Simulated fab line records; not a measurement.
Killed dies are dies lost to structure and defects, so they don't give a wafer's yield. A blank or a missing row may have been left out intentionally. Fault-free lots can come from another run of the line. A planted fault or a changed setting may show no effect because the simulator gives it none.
One fault seen from 2 desks | flow berkeley-cmos170 | every desk sees just its own numbers, and what lay behind them comes last

== AT THE METROLOGY DESK ==
What the gauges read, lot by lot, whatever tool the lot ran on: means of the sampled wafers that have a number. A lot is out of limits, marked OUT, if its mean lies more than 4 standard deviations from the usual mean; the brackets give that distance.
Columns: A = GATE_OVL at UCB170_GATE_OVL_MEAS_13, usual 1 nm; B = cd-nm at UCB170_NLDD_CD_MEAS_06, usual 1200.1 nm; C = SPACER_TEOS_THK at UCB170_SPACER_THK_MEAS_01, usual 378 nm
lot  | first seen here | A  | B      | C
L135 | day 6 11:10     | -1 | 1200.0 | 377
L134 | day 6 11:25     | 10 | 1199.1 | 378
L136 | day 6 17:29     | -1 | 1200.2 | 382
L139 | day 7 06:28     | -9 | 1200.7 | 375
L140 | day 7 13:56     | 8  | 1197.9 | 377
L141 | day 8 03:08     | -1 | 1202.6 | 379
L142 | day 8 11:16     | 5  | 1199.6 | 376
L144 | day 8 20:47     | -6 | 1200.2 | 375
L146 | day 8 21:02     | 0  | 1200.1 | 613 (+45) OUT
L148 | day 9 12:29     | 4  | 1200.2 | 614 (+45) OUT
L153 | day 10 05:22    | 1  | 1198.2 | 379
L152 | day 10 05:39    | 4  | 1199.9 | 374
L154 | day 10 05:46    | 1  | 1198.7 | 378
L155 | day 10 11:59    | 4  | 1200.8 | 380
Per this desk, out of limits: L146, L148; the first was L146, day 9 03:07 (SPACER_TEOS_THK at UCB170_SPACER_THK_MEAS_01). L135, L134, L136, L139, L140, L141, L142, L144, L153, L152, L154, L155 stayed within limits.

== TOOL OWNER'S DESK, pecvd-03 ==
The tool's own readings at UCB170_SPACER_CVD_00 (deposits SiO2 from TEOS/O2, target thk 376 nm, time 47 s): means of the sampled wafers that have a number, for each lot that ran on this tool. A lot is out of limits, marked OUT, if its mean lies more than 4 standard deviations from the usual mean; the brackets give that distance.
Columns: A = heater-power-w at UCB170_SPACER_CVD_00, usual 274 W; B = susceptor-temp-C at UCB170_SPACER_CVD_00, usual 389.99 C
lot  | first seen here | A   | B
L140 | day 7 17:50     | 301 | 390.11
L142 | day 8 15:17     | 229 | 389.97
L146 | day 9 03:04     | 318 | 389.99
L148 | day 9 18:40     | 301 | 389.66
Finding of this desk: none of the 4 lots has anything out of limits.

== TAKEN TOGETHER ==
At day 9 03:07 the metrology desk could have sounded an alarm, on L146, L148.
The desk of the tool owner found nothing out of limits.
Tool owner's desk: L146, L148 on record, inside its limits.
The lots listed all ran UCB170_SPACER_CVD_00 on pecvd-03.

== WHAT WAS PUT IN BY THE SIMULATOR ==
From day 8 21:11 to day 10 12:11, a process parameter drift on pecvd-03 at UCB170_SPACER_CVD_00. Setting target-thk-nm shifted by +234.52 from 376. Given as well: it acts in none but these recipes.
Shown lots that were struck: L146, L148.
Time in hours between the start of the fault and the first out-of-limits reading at each desk: metrology desk, 6.
